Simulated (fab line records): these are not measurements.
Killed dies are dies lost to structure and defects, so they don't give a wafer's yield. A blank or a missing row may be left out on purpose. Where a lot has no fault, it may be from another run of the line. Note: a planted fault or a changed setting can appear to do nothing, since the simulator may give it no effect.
Shared-tool check	flow rit-cmos	11 lots, 33 wafers sampled

== THE REASON FOR OPENING IT ==
1 of 11 lots carry a flag on the reading ACTIVE_NITRIDE_THK at RIT_ACTIVE_THK_MEAS_04. Wafers without a fault read 150.1 nm, standard deviation 1.3.
Rule: flag the lot when none of its wafers has a number, or when each of its wafers that has one lies beyond 4 standard deviations from that mean. The rest of the lots are taken to be sound.

lot	measured	on	ACTIVE_NITRIDE_THK (nm), wafer by wafer	flag
L995	day 1 13:33	film-metro-03	149.6 150.5 149.0	
L996	day 1 18:32	film-metro-03	149.4 149.8 149.1	
L998	day 2 04:32	film-metro-01	147.9 147.8 148.8	
L999	day 2 09:32	film-metro-02	151.1 150.2 150.5	
L102	day 3 02:15	film-metro-02	116.6 116.4 117.6	FLAGGED
L107	day 4 01:32	film-metro-02	151.6 149.0 150.9	
L109	day 4 11:33	film-metro-02	148.7 149.5 148.0	
L110	day 4 16:32	film-metro-02	151.7 152.0 150.7	
L112	day 5 02:32	film-metro-01	152.2 151.9 151.9	
L114	day 5 12:32	film-metro-01	151.1 150.4 148.7	
L118	day 6 09:08	film-metro-02	149.9 150.2 150.6	
The numbers of the flagged lots are 116.9 nm on average: -33.2 nm against the usual, or -26 standard deviations.

== EACH LOT AND THE TOOL IT RAN ON ==
The record holds 1 process step before the reading, out of a route of 202 steps. Every cell lists first the tool, next ch and the chambers used by the sampled wafers, and last the start.
lot	flag	RIT_ACTIVE_CVD_03
L995		lpcvd-02 ch 1, day 1 12:07
L996		lpcvd-02 ch 1, day 1 17:07
L998		lpcvd-02 ch 0, day 2 03:07
L999		lpcvd-01 ch 1, day 2 08:07
L102	FLAGGED	lpcvd-02 ch 0, day 3 00:50
L107		lpcvd-01 ch 0, day 4 00:07
L109		lpcvd-01 ch 1, day 4 10:07
L110		lpcvd-01 ch 1, day 4 15:07
L112		lpcvd-01 ch 1, day 5 01:07
L114		lpcvd-01 ch 1, day 5 11:07
L118		lpcvd-01 ch 1, day 6 07:42
What these steps do:
- RIT_ACTIVE_CVD_03: deposits Si3N4 from SiH2Cl2/NH3, target thk 150 nm, time 1500 s.
- RIT_ACTIVE_THK_MEAS_04

== FLAGGED OVER TOTAL, TOOL BY TOOL (the gauges that took the reading come last) ==
step	tool	lots run	flagged	share of the flagged lots	sound lots run after its first flagged lot
RIT_ACTIVE_CVD_03	lpcvd-01	7	0	none	-
RIT_ACTIVE_CVD_03	lpcvd-02	4	1	all	0
RIT_ACTIVE_THK_MEAS_04	film-metro-01	3	0	none	-
RIT_ACTIVE_THK_MEAS_04	film-metro-02	6	1	all	4 (L107,L109,L110,L118)
RIT_ACTIVE_THK_MEAS_04	film-metro-03	2	0	none	-

== WHAT IS ALLOWED BY THE TABLE ==
Table rows that saw every flagged lot: 2, namely lpcvd-02 at RIT_ACTIVE_CVD_03 and film-metro-02 at RIT_ACTIVE_THK_MEAS_04.
- lpcvd-02 at RIT_ACTIVE_CVD_03 ran 4 lots, 1 of them flagged. Its last sound lot is L998 (day 2 03:07), its first flagged lot L102 (day 3 00:50): a fault that began between those two fits. Its own readings (spike-tc-centre-C, spike-tc-load-C, spike-tc-source-C, susceptor-temp-C) fall more than 4 standard deviations out on all wafers of the flagged lots.
- film-metro-02 at RIT_ACTIVE_THK_MEAS_04 ran 6 lots, 1 of them flagged. After the first flagged lot (L107, L109, L110, L118), sound lots still ran on it; a lasting fault on the whole tool would not permit that.
One tool is left: lpcvd-02 at RIT_ACTIVE_CVD_03.

== WHAT THE SIMULATOR HAD PUT IN ==
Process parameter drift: lpcvd-02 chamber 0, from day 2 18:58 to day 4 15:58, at RIT_ACTIVE_CVD_03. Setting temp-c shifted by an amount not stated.
Struck lots among those shown: L102. This agrees with what the rule above found.
